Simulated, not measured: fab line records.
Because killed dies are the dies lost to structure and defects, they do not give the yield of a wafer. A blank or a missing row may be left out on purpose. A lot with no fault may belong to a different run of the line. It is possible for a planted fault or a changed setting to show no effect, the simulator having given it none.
Which tool is to blame?    flow berkeley_cmos170    42 wafers from 14 lots sampled at 2 of the route's 331 steps

== WHAT THE GAUGES SHOWED, per wafer ==
UCB170_SILICIDE_THK_MEAS_03: measures by xrf.
lot   measured      on             SILICIDE_TI_THK (nm)
L716  day 8 05:27   film_metro-04  29.5 29.7 29.5
L719  day 8 17:38   film_metro-01  30.4 30.4 30.1
L721  day 8 18:01   film_metro-04  29.7 29.7 29.7
L718  day 8 18:10   film_metro-03  30.9 30.6 30.2
L724  day 9 11:40   film_metro-04  29.5 30.1 30.1
L722  day 9 11:50   film_metro-01  30.6 30.7 30.4
L723  day 9 12:08   film_metro-01  30.6 30.3 30.3
L726  day 10 08:27  film_metro-04  29.7 30.1 30.2
L725  day 10 08:38  film_metro-01  30.3 29.9 30.6
L728  day 10 08:54  film_metro-04  30.6 30.4 30.2
L736  day 11 17:33  film_metro-04  30.2 30.0 29.9
L735  day 11 18:03  film_metro-04  30.6 30.4 30.8
L737  day 12 07:41  film_metro-04  30.2 30.8 30.6
L738  day 12 07:59  film_metro-04  30.2 30.1 30.0

UCB170_M1_OVL_MEAS_10.
lot   measured      on          M1_OVL (nm)
L716  day 8 14:42   overlay-02  3 -8 4
L719  day 9 01:20   overlay-02  0 7 3
L721  day 9 02:37   overlay-01  4 -1 -2
L718  day 9 04:37   overlay-01  4 -2 8
L724  day 9 22:02   overlay-02  -2 -6 7
L722  day 9 22:19   overlay-01  -4 -5 -6
L723  day 9 21:46   overlay-02  -3 -2 -4
L726  day 10 16:20  overlay-01  2 -1 3
L725  day 10 17:05  overlay-01  -2 -2 -2
L728  day 10 17:32  overlay-02  6 5 5
L736  day 12 03:13  overlay-01  0 -7 4
L735  day 12 03:57  overlay-01  -6 -6 3
L737  day 12 15:58  overlay-02  1 3 0
L738  day 12 16:33  overlay-01  6 2 3

== WHAT TOOL EACH LOT RAN ON (gives the tool, then ch and the chambers of the sampled wafers, and finally the start) ==
Before these readings, the record contains no process step.

== AS READ BY THE TOOLS THEMSELVES (means over the sampled wafers that have a number; for cases with no such wafer, the mark the record gives instead) ==
The record holds no such reading with a usual standard deviation.

== THE ANSWER, worked out from the rows above alone ==
Rule: the lots themselves supply what counts as usual. The widest of any qualifying gaps counts: lots, ordered by their means at a reading, are off when they make up no more than a third of the lots, leave a main group of 4 or more, and stand apart from it by 3 or more times the standard deviation of that group's means. Not used: any main group whose means are identical at the precision the tables above print for the reading. Also off: a lot with no number at a reading for which 4 or more lots have one. All remaining lots with rows at the step are treated as sound. After the gauges, taken in route order, come the tools' own readings; for these a lot's mean is taken, as printed above. The first step at which some lot is off is used, and at that step the reading that is off furthest; a lot without a number counts as furthest.
Nothing can be told from this: no lot is off at any reading shown.

== WHAT THE SIMULATOR PUT IN ==
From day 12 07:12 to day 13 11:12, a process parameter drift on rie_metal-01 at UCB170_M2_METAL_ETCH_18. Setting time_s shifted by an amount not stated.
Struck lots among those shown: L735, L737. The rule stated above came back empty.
